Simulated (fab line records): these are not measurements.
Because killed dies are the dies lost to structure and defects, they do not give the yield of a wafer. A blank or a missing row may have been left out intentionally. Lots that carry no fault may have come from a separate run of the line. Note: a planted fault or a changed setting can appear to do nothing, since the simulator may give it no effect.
What tool caused it? || flow rit_cmos || 14 lots, 42 wafers sampled, at 2 steps of a route of 202

WHAT THE GAUGES READ, wafer by wafer
Not one reading of a measure or inspect step in the record can be checked against a usual standard deviation.

WHAT TOOL EACH LOT RAN ON (gives the tool, then ch and the chambers of the sampled wafers, and finally the start)
{"lot": "L701", "RIT_M1_METAL_ETCH_12": "rie_metal-04 ch 0,1, day 3 12:01", "RIT_M1_PROBE_99": "-"}
{"lot": "L703", "RIT_M1_METAL_ETCH_12": "rie_metal-02 ch 0,1, day 3 18:54", "RIT_M1_PROBE_99": "-"}
{"lot": "L705", "RIT_M1_METAL_ETCH_12": "rie_metal-01 ch 0,1, day 4 04:38", "RIT_M1_PROBE_99": "prober-02, day 4 06:53"}
{"lot": "L706", "RIT_M1_METAL_ETCH_12": "rie_metal-02 ch 0,1, day 4 10:45", "RIT_M1_PROBE_99": "prober-02, day 4 13:00"}
{"lot": "L707", "RIT_M1_METAL_ETCH_12": "rie_metal-04 ch 0, day 4 20:17", "RIT_M1_PROBE_99": "prober-01, day 4 22:35"}
{"lot": "L708", "RIT_M1_METAL_ETCH_12": "rie_metal-01 ch 0,1, day 5 00:10", "RIT_M1_PROBE_99": "-"}
{"lot": "L709", "RIT_M1_METAL_ETCH_12": "rie_metal-02 ch 0,1, day 5 00:27", "RIT_M1_PROBE_99": "-"}
{"lot": "L711", "RIT_M1_METAL_ETCH_12": "rie_metal-01 ch 0,1, day 5 14:36", "RIT_M1_PROBE_99": "prober-01, day 5 16:51"}
{"lot": "L713", "RIT_M1_METAL_ETCH_12": "rie_metal-04 ch 0,1, day 5 22:50", "RIT_M1_PROBE_99": "-"}
{"lot": "L714", "RIT_M1_METAL_ETCH_12": "rie_metal-01 ch 0, day 6 06:39", "RIT_M1_PROBE_99": "prober-02, day 6 08:55"}
{"lot": "L716", "RIT_M1_METAL_ETCH_12": "rie_metal-04 ch 0,1, day 6 12:12", "RIT_M1_PROBE_99": "-"}
{"lot": "L720", "RIT_M1_METAL_ETCH_12": "rie_metal-02 ch 0,1, day 7 08:02", "RIT_M1_PROBE_99": "prober-01, day 7 11:35"}
{"lot": "L722", "RIT_M1_METAL_ETCH_12": "rie_metal-02 ch 0,1, day 8 04:19", "RIT_M1_PROBE_99": "-"}
{"lot": "L724", "RIT_M1_METAL_ETCH_12": "rie_metal-04 ch 0,1, day 8 06:29", "RIT_M1_PROBE_99": "prober-01, day 8 08:44"}
- RIT_M1_METAL_ETCH_12: etches Al in Cl2/BCl3, stops on SiO2, time 165 s, target depth 600 nm.
- RIT_M1_PROBE_99

WHAT THE TOOLS THEMSELVES READ (means of the sampled wafers that have a number; where no wafer has one, the mark that the record gives instead)
RIT_M1_METAL_ETCH_12.
{"lot": "L701", "tool": "rie_metal-04", "chamber_pressure_mTorr (mTorr)": 103.87, "drypump_motor_current_A (A)": 5.4, "oes_product_au (a.u.)": 0.749, "run_length_s (s)": 193.57, "throttle_valve_pct (%)": 8.07}
{"lot": "L703", "tool": "rie_metal-02", "chamber_pressure_mTorr (mTorr)": 103.89, "drypump_motor_current_A (A)": 5.0, "oes_product_au (a.u.)": 0.766, "run_length_s (s)": 193.69, "throttle_valve_pct (%)": 8.06}
{"lot": "L705", "tool": "rie_metal-01", "chamber_pressure_mTorr (mTorr)": 103.80, "drypump_motor_current_A (A)": 6.4, "oes_product_au (a.u.)": 0.775, "run_length_s (s)": 193.81, "throttle_valve_pct (%)": 7.98}
{"lot": "L706", "tool": "rie_metal-02", "chamber_pressure_mTorr (mTorr)": 103.92, "drypump_motor_current_A (A)": 5.2, "oes_product_au (a.u.)": 0.770, "run_length_s (s)": 193.66, "throttle_valve_pct (%)": 8.04}
{"lot": "L707", "tool": "rie_metal-04", "chamber_pressure_mTorr (mTorr)": 104.00, "drypump_motor_current_A (A)": 5.3, "oes_product_au (a.u.)": 0.760, "run_length_s (s)": 193.79, "throttle_valve_pct (%)": 8.06}
{"lot": "L708", "tool": "rie_metal-01", "chamber_pressure_mTorr (mTorr)": 103.98, "drypump_motor_current_A (A)": 6.4, "oes_product_au (a.u.)": 0.766, "run_length_s (s)": 193.51, "throttle_valve_pct (%)": 8.04}
{"lot": "L709", "tool": "rie_metal-02", "chamber_pressure_mTorr (mTorr)": 103.94, "drypump_motor_current_A (A)": 5.0, "oes_product_au (a.u.)": 0.768, "run_length_s (s)": 193.86, "throttle_valve_pct (%)": 8.06}
{"lot": "L711", "tool": "rie_metal-01", "chamber_pressure_mTorr (mTorr)": 103.87, "drypump_motor_current_A (A)": 6.4, "oes_product_au (a.u.)": 0.775, "run_length_s (s)": 193.64, "throttle_valve_pct (%)": 8.04}
{"lot": "L713", "tool": "rie_metal-04", "chamber_pressure_mTorr (mTorr)": 103.90, "drypump_motor_current_A (A)": 5.4, "oes_product_au (a.u.)": 0.757, "run_length_s (s)": 193.79, "throttle_valve_pct (%)": 8.05}
{"lot": "L714", "tool": "rie_metal-01", "chamber_pressure_mTorr (mTorr)": 103.87, "drypump_motor_current_A (A)": 6.4, "oes_product_au (a.u.)": 0.762, "run_length_s (s)": 193.55, "throttle_valve_pct (%)": 8.11}
{"lot": "L716", "tool": "rie_metal-04", "chamber_pressure_mTorr (mTorr)": 103.83, "drypump_motor_current_A (A)": 5.4, "oes_product_au (a.u.)": 0.756, "run_length_s (s)": 193.46, "throttle_valve_pct (%)": 8.05}
{"lot": "L720", "tool": "rie_metal-02", "chamber_pressure_mTorr (mTorr)": 103.90, "drypump_motor_current_A (A)": 5.0, "oes_product_au (a.u.)": 0.909, "run_length_s (s)": 166.07, "throttle_valve_pct (%)": 8.04}
{"lot": "L722", "tool": "rie_metal-02", "chamber_pressure_mTorr (mTorr)": 103.78, "drypump_motor_current_A (A)": 5.0, "oes_product_au (a.u.)": 0.907, "run_length_s (s)": 166.02, "throttle_valve_pct (%)": 8.03}
{"lot": "L724", "tool": "rie_metal-04", "chamber_pressure_mTorr (mTorr)": 103.95, "drypump_motor_current_A (A)": 5.4, "oes_product_au (a.u.)": 0.758, "run_length_s (s)": 193.56, "throttle_valve_pct (%)": 8.06}

RIT_M1_PROBE_99.
{"lot": "L705", "tool": "prober-02", "defect_limited_yield (%)": 97.0, "killed_at_contacts": 0.0, "killed_at_front_end": 8.0, "killed_dies": 8.0, "killed_open": 4.0, "killed_short": 4.0}
{"lot": "L706", "tool": "prober-02", "defect_limited_yield (%)": 97.3, "killed_at_contacts": 0.0, "killed_at_front_end": 7.0, "killed_dies": 7.0, "killed_open": 4.0, "killed_short": 3.0}
{"lot": "L707", "tool": "prober-01", "defect_limited_yield (%)": 96.3, "killed_at_contacts": 0.0, "killed_at_front_end": 9.7, "killed_dies": 9.7, "killed_open": 4.7, "killed_short": 5.0}
{"lot": "L711", "tool": "prober-01", "defect_limited_yield (%)": 97.6, "killed_at_contacts": 0.0, "killed_at_front_end": 6.3, "killed_dies": 6.3, "killed_open": 4.3, "killed_short": 2.0}
{"lot": "L714", "tool": "prober-02", "defect_limited_yield (%)": 97.9, "killed_at_contacts": 0.3, "killed_at_front_end": 5.3, "killed_dies": 5.7, "killed_open": 2.3, "killed_short": 3.3}
{"lot": "L720", "tool": "prober-01", "defect_limited_yield (%)": 97.0, "killed_at_contacts": 0.0, "killed_at_front_end": 8.0, "killed_dies": 8.0, "killed_open": 5.0, "killed_short": 3.0}
{"lot": "L724", "tool": "prober-01", "defect_limited_yield (%)": 97.4, "killed_at_contacts": 0.3, "killed_at_front_end": 6.3, "killed_dies": 6.7, "killed_open": 3.0, "killed_short": 3.7}

THE ANSWER, worked out from the rows above alone
Rule: the usual values come from the lots themselves. Put in order of their means at a reading, lots are off if they are a third of the lots or fewer, leave a main group of 4 or more, and stand apart from it by a gap of 3 or more times the standard deviation of the main group's means; of several such gaps the widest counts. The tables above print the reading to a certain number of digits; a main group whose means all agree to those digits is not used. Also off: a lot with no number at a reading for which 4 or more lots have one. Any other lot the step has rows for is counted as sound. Order of review: gauges by route order, followed by the tools' own readings, for which a lot's mean as printed above is used. At the first step where some lot is off, the reading lying furthest off is the one used; lots without a number count as furthest.
Off at RIT_M1_METAL_ETCH_12 (run_length_s): L720, L722. The main group: mean 193.66 s, standard deviation 0.13.
A tool fits if, at that step or a process step before it, it ran every lot that is off, and no sound lot after the first of them. One candidate fits, namely rie_metal-02 at RIT_M1_METAL_ETCH_12. A fault onset in the window from L709 (day 5 00:27, its last sound lot) to L720 (day 7 08:02, its first lot off) fits.
The tool's own readings at RIT_M1_METAL_ETCH_12 bear it out: on the lots that are off they differ by more than 5 times the standard deviation of the sound lots' means. oes_product_au reads 0.908 a.u. there against 0.764 a.u. on the sound lots; run_length_s reads 166.05 s there against 193.66 s on the sound lots.

WHAT THE SIMULATOR HAD INSERTED
rie_metal-02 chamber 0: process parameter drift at RIT_M1_METAL_ETCH_12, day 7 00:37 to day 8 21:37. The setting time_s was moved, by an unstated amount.
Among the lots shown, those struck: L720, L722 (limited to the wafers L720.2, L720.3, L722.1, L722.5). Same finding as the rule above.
